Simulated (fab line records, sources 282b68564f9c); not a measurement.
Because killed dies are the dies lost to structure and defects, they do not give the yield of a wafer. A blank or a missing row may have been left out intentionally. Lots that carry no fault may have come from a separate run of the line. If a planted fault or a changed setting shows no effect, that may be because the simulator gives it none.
Struck lot and sound lot, side by side + flow ritCmos + 19 steps out of a route of 202
Sound: the wafers L275.1, L275.3, L275.4. Struck: wafers L279.3, L279.5, L279.6. The cause is named last.
At each step with rows: each side's tool, then ch and its chambers, then its first start. Under that, the readings that differ: sound wafers + struck wafers + difference of the means + sigmas: that difference in standard deviations of wafers without a fault.
alike: readings with means less than 2 such deviations apart, plus words and numbers identical on both sides. not compared: withheld readings, readings lacking a value on some wafer, bounds such as >300 that could conceal the same value, and numbers that have no deviation in the record and whose values overlap.
Wherever a step has rows on one side only, a row that says differs or no value, or a row with sigmas, the two part there. Numbers that have no deviation but don't overlap get no sigmas and don't part them. Lack of a reading on every wafer of one side parts them only where that side has two or more wafers.

RIT_SILICIDE_RS_MEAS_02: the measuring method here is four-point-probe.
  struck on filmMetro-02, day 6 12:37; sound on filmMetro-04, day 5 23:52
  alike: SILICIDE_TI_RS
RIT_SILICIDE_THK_MEAS_03: measures by xrf.
  struck on filmMetro-02, day 6 12:43; sound on filmMetro-04, day 5 23:59
  alike: SILICIDE_TI_THK
RIT_SILICIDE_RTA_04: time 10 s, ramp up 5 s, ramp down 5 s.
  sound on rtpAnneal-01 ch 0, day 6 00:02; struck on rtpAnneal-02 ch 0, day 6 12:46
  alike: wafer_temp_C_max
then, 1 step without rows for these wafers: RIT_SILICIDE_WET_ETCH_05 (etches Ti in SPM, time 120 s).
RIT_SILICIDE_RTA_06: time 10.37 s, ramp up 5 s, ramp down 10 s.
  sound on rtpAnneal-02 ch 0, day 6 00:09; struck on rtpAnneal-01 ch 0, day 6 12:53
  alike: wafer_temp_C_max
RIT_CONTACT_CVD_00: deposits SiO2 from TEOS, target thk 400 nm, time 61 s.
  sound on pecvd-02 ch 0,2, day 6 00:13; struck on pecvd-02 ch 0,1,2, day 6 12:56
  alike: heaterPowerW, susceptorTempC
RIT_CONTACT_THK_MEAS_01:
  struck on filmMetro-03, day 6 13:00; sound on filmMetro-01, day 6 00:16
  alike: CONTACT_TEOS_THK
then, 5 steps without rows for these wafers: RIT_CONTACT_HMDS_02 (prime time 60 s); RIT_CONTACT_COAT_03 (resist thk 1000 nm); RIT_CONTACT_SOFTBAKE_04 (time 60 s); RIT_CONTACT_EXPOSE_05 (exposes mask M11, target cd 1000 nm); RIT_CONTACT_PEB_06.
RIT_CONTACT_DEVELOP_07: develop time 120 s.
  sound on lithoTrack-02 ch 0, day 6 01:00; struck on lithoTrack-02 ch 0, day 6 13:00
RIT_CONTACT_CD_MEAS_08: the cd target is 1000 nm.
  struck on cdSem-01, day 6 14:10; sound on cdSem-01, day 6 01:25
| reading   | sound               | struck            | difference | sigmas |
|-----------|---------------------|-------------------|------------|--------|
| cdNm (nm) | 1000.2 1001.2 999.3 | 958.2 958.7 958.5 | -41.8      | -21    |
RIT_CONTACT_OVL_MEAS_09:
  struck on overlay-02, day 6 14:16; sound on overlay-01, day 6 01:32
  alike: CONTACT_OVL
then, 1 step without rows for these wafers: RIT_CONTACT_HARDBAKE_10 (time 60 s).
RIT_CONTACT_ETCH_11: etches SiO2 in CHF3/CF4/Ar, stops on TiSi2, target depth 480 nm, time 320 s.
  sound on rieDiel-02 ch 0,2,3, day 6 01:48; struck on rieDiel-01 ch 0,3, day 6 14:26
| reading                 | sound         | struck            | difference | sigmas |
|-------------------------|---------------|-------------------|------------|--------|
| model.CONTACT.cdNm (nm) | 1000 1001 999 | 958.2 958.9 957.5 | -41.8      |        |
  alike: drypumpMotorCurrentA, mfcArSccm, oesProductAu, throttleValvePct
  not compared: rfHoursCounterH
RIT_CONTACT_STRIP_12: strips in O2, time 180 s.
  sound on plasmaAsher-01 ch 0,1, day 6 02:00; struck on plasmaAsher-02 ch 0,1, day 6 14:41
  alike: drypumpMotorCurrentA
  not compared: rfHoursCounterH
RIT_M1_PROBE_99:
  struck on prober-01, day 6 19:32; sound on prober-01, day 6 07:05
| reading                                | sound             | struck            | difference | sigmas |
|----------------------------------------|-------------------|-------------------|------------|--------|
| model.etest.contactToGate.bvRightV (V) | 88.99 91.58 92.75 | 99.72 97.27 100.9 | +8.19      |        |
| model.etest.contactToGate.bvLeftV (V)  | 93.06 93.13 89.25 | 100.1 103 103     | +10.2      |        |
  alike: killedAtFrontEnd, killedDies, killedOpen, killedShort

## WHERE THEY PART
Within this record, at RIT_CONTACT_CD_MEAS_08 only. Later steps at which nothing parts them and some readings are alike: RIT_CONTACT_OVL_MEAS_09, RIT_CONTACT_ETCH_11, RIT_CONTACT_STRIP_12, RIT_M1_PROBE_99.

WHY: whatever the simulator had introduced
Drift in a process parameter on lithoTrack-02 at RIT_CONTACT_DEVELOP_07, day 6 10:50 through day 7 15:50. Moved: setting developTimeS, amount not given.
